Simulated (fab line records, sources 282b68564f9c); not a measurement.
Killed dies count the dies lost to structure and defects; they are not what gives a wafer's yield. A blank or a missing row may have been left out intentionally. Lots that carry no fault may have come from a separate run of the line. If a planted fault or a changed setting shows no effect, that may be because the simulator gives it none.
Struck lot and sound lot, side by side ; flow rit-cmos ; 15 steps out of a route of 202
Sound: wafers L945.1, L945.3, L945.4. Wafers struck: L956.1, L956.2, L956.3. The cause comes at the end.
For every step that has rows: the tool of each side, followed by ch and its chambers, followed by its first start. Under that, the readings that differ: sound wafers ; struck wafers ; difference of the means ; sigmas: that difference in standard deviations of wafers without a fault.
alike: readings with means less than 2 such deviations apart, plus words and numbers identical on both sides. not compared: withheld readings, readings lacking a value on some wafer, bounds such as >300 that could conceal the same value, and numbers that have no deviation in the record and whose values overlap.
A row with sigmas, a row that says differs or no value, or rows on one side alone: a step with any of these is where the two part. Numbers that have no deviation but don't overlap get no sigmas and don't part them. A reading missing from all wafers of one side parts the sides only when that side holds two or more wafers.

RIT_GATE_THK_MEAS_07:
  sound: film-metro-04 at day 4 18:02; struck: film-metro-04 at day 7 00:09
  alike: GATE_OXIDE_THK
then, 1 step without rows for these wafers: RIT_GATE_CVD_08 (deposits poly-Si from SiH4, target thk 250 nm, time 2220 s).
RIT_GATE_THK_MEAS_09:
  sound: film-metro-04 at day 4 19:43; struck: film-metro-01 at day 7 01:50
  alike: GATE_POLY_THK
then, 6 steps without rows for these wafers: RIT_GATE_HMDS_10 (prime time 60 s); RIT_GATE_COAT_11 (resist thk 850 nm); RIT_GATE_SOFTBAKE_12 (time 60 s); RIT_GATE_EXPOSE_13 (exposes mask M6, target cd 150 nm); RIT_GATE_PEB_14; RIT_GATE_DEVELOP_15 (develop time 50 s).
RIT_GATE_CD_MEAS_16: the cd target is 150 nm.
  sound: cd-sem-01 at day 4 20:38; struck: cd-sem-01 at day 7 02:52
  alike: cd-nm
RIT_GATE_OVL_MEAS_17:
  sound: overlay-01 at day 4 20:45; struck: overlay-02 at day 7 02:59
  alike: GATE_OVL
then, 1 step without rows for these wafers: RIT_GATE_HARDBAKE_18 (time 60 s).
RIT_GATE_ETCH_19: etches poly-Si in SF6/CHF3/O2, stops on SiO2, time 165 s, target depth 312.5 nm.
  sound on rie-si-01 ch 0,1,3, day 4 20:56; struck on rie-si-02 ch 0,1,2, day 7 03:10
  no value came back on the struck wafers for any of 7 readings (CHF3_flow_sccm (sccm), O2_flow_sccm (sccm) and others); on the sound wafers CHF3_flow_sccm (sccm) reads 30.10 29.96 30.11
reading;sound;struck;difference;sigmas
model.NOVOLAK_of_GATE_COAT_11.thk-nm (nm);672 674.1 675.8;751.5 751.4 751.7;+77.6;
RIT_GATE_STRIP_20: strips in O2, time 180 s.
  sound on plasma-asher-02 ch 0,1, day 4 21:02; struck on plasma-asher-04 ch 0,1, day 7 03:17
  alike: drypump-motor-current-A, o2-flow-sccm
  not compared: rf-hours-counter-h
RIT_GATE_CD_MEAS_90: the cd target is 150 nm.
  sound: cd-sem-02 at day 4 21:13; struck: cd-sem-02 at day 7 03:27
reading;sound;struck;difference;sigmas
cd-nm (nm);151.5 151.6 153.0;- - -;no value on the struck wafers;

WHERE THEY PART
Earliest at RIT_GATE_ETCH_19; latest, in this record, at RIT_GATE_CD_MEAS_90.

WHY: whatever the simulator had introduced
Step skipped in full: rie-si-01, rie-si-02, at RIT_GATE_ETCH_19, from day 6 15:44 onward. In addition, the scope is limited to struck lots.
